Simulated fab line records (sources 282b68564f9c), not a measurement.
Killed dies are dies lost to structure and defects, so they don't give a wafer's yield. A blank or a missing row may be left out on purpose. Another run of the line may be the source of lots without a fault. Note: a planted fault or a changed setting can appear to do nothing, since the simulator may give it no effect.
2 desks, one fault -- flow rit cmos -- every desk sees just its own numbers, and what lay behind them comes last

DESK OF THE TOOL OWNER: implanter-02
RIT_NWELL_IMPLANT_08, tool's own readings: per-lot mean of the sampled wafers with a number, covering each lot this tool ran. Marked OUT: a lot whose mean sits more than 4 standard deviations from the usual mean, which makes it out of limits; the brackets give that distance.
Columns: A = beam on s at RIT_NWELL_IMPLANT_08, usual 9.99 s; B = end station pressure torr at RIT_NWELL_IMPLANT_08, usual 5.14e-06 Torr; C = faraday current uA at RIT_NWELL_IMPLANT_08, usual 158.8
lot,first seen here,A,B,C
L295,day 3 08:53,10.02,5.09e-06,158.8
L297,day 3 16:29,9.84,5.24e-06,161.3
L298,day 3 20:02,10.88 (+4.7) OUT,4.75e-05 (+99 or more) OUT,147.2 (-4.0) OUT
L302,day 4 19:53,11.08 (+5.7) OUT,5.12e-05 (+99 or more) OUT,144.7 (-4.9) OUT
Finding of this desk: L298, L302 out of limits; the first was L298 at day 3 20:02, on beam on s at RIT_NWELL_IMPLANT_08. L295, L297 stayed within limits.

FROM THE METROLOGY DESK
Lot by lot, what the gauges showed, no matter which tool ran the lot: averages of those sampled wafers that carry a number. Marked OUT: a lot whose mean sits more than 4 standard deviations from the usual mean, which makes it out of limits; the brackets give that distance.
Columns: A = NWELL_TW at RIT_NWELL_TW_MEAS_10, usual 2141; B = NWELL_RS at RIT_WELLDRIVE_RS_MEAS_01, usual 275.8 ohm/sq
lot,first seen here,A,B
L289,day 1 21:19,2131,274.5
L290,day 2 05:05,2114,276.0
L291,day 2 10:33,2147,275.2
L292,day 2 19:02,2149,275.9
L293,day 3 00:37,2152,275.6
L295,day 3 09:12,2148,277.3
L296,day 3 14:44,2141,275.8
L297,day 3 16:48,2154,275.2
L298,day 3 20:20,2217 (+5.8) OUT,260.0 (-19) OUT
L302,day 4 20:12,2216 (+5.7) OUT,258.2 (-21) OUT
L307,day 5 17:04,2149,275.7
L308,day 5 21:46,2134,276.0
L311,day 6 12:56,2133,276.1
L312,day 6 19:40,2146,276.1
Per this desk, out of limits: L298, L302; the first was L298, day 3 20:20 (NWELL_TW at RIT_NWELL_TW_MEAS_10). L289, L290, L291, L292, L293, L295, L296, L297, L307, L308, L311, L312 stayed within limits.

TAKEN TOGETHER
The tool owner's desk could have raised an alarm at day 3 20:02, on L298, L302.
The metrology desk could have raised an alarm at day 3 20:20, on L298, L302.
All the named lots went through RIT_NWELL_IMPLANT_08 on implanter-02.

WHAT THE SIMULATOR PUT IN
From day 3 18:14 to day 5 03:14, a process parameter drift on implanter-02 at RIT_NWELL_IMPLANT_08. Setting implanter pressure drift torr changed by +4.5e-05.
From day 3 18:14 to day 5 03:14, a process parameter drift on implanter-02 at RIT_NWELL_IMPLANT_08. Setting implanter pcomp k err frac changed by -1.
Lots struck among those shown: L298, L302.
Counting hours from when the fault started, the first reading out of limits came at 2 for the tool owner's desk and at 2 for the metrology desk.
